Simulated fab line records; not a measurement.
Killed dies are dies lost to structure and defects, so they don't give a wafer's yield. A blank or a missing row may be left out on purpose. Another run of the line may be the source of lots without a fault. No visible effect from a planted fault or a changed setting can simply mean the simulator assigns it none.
Which tool is to blame?    flow berkeley_cmos170    21 wafers from 7 lots sampled at 3 of the route's 331 steps

== WHAT THE GAUGES SHOWED, per wafer ==
UCB170_NLDD_OVL_MEAS_07.
lot   measured      on          NLDD_OVL (nm)
L135  day 7 21:52   overlay-01  11 7 7
L139  day 8 10:40   overlay-01  9 9 7
L142  day 9 09:43   overlay-02  -11 -1 -7
L144  day 9 15:31   overlay-02  108 116 103
L148  day 10 16:39  overlay-01  -5 1 8
L149  day 11 02:02  overlay-01  16 14 13
L156  day 12 11:59  overlay-01  6 10 -2

== EACH LOT AND THE TOOL THAT RAN IT (in order: tool; ch and the chambers of the sampled wafers; start) ==
lot   UCB170_GATE_STRIP_16                  UCB170_NLDD_EXPOSE_03
L135  plasma_asher-01 ch 0,1, day 7 17:48   krf_scanner-01 ch 0, day 7 21:22
L139  plasma_asher-01 ch 0,1, day 8 05:43   krf_scanner-01 ch 0, day 8 09:26
L142  plasma_asher-03 ch 0,1, day 9 05:36   krf_scanner-02 ch 0, day 9 09:08
L144  plasma_asher-01 ch 0,1, day 9 12:31   krf_scanner-02 ch 0, day 9 15:01
L148  plasma_asher-02 ch 0,1, day 10 13:04  krf_scanner-01 ch 0, day 10 16:09
L149  plasma_asher-01 ch 0,1, day 10 21:47  krf_scanner-01 ch 0, day 11 01:16
L156  plasma_asher-03 ch 0,1, day 12 07:58  krf_scanner-01 ch 0, day 12 11:23
- UCB170_GATE_STRIP_16: strips in O2.
- UCB170_NLDD_EXPOSE_03: exposes mask NSELECT, target cd 1200 nm.

== THE ANSWER, worked out from the rows above alone ==
Rule: what is usual is taken from the lots themselves. The widest of any qualifying gaps counts: lots, ordered by their means at a reading, are off when they make up no more than a third of the lots, leave a main group of 4 or more, and stand apart from it by 3 or more times the standard deviation of that group's means. The tables above print the reading to a certain number of digits; a main group whose means all agree to those digits is not used. A lot without any number at a reading at which 4 lots or more have one is off too. Where the step has rows for the other lots, those lots are counted as sound.
Off: at UCB170_NLDD_OVL_MEAS_07 (NLDD_OVL), L144. For the main group the mean is 5 nm and the standard deviation 6.5.
If a tool, at a process step before that reading, ran all the lots that are off and no sound lot after the first of them, it fits. The gauges at UCB170_NLDD_OVL_MEAS_07 are tried like those tools. 2 tools fit, krf_scanner-02 at UCB170_NLDD_EXPOSE_03 and overlay-02 at UCB170_NLDD_OVL_MEAS_07, so this cannot tell which one it is.

== WHAT WAS PUT IN BY THE SIMULATOR ==
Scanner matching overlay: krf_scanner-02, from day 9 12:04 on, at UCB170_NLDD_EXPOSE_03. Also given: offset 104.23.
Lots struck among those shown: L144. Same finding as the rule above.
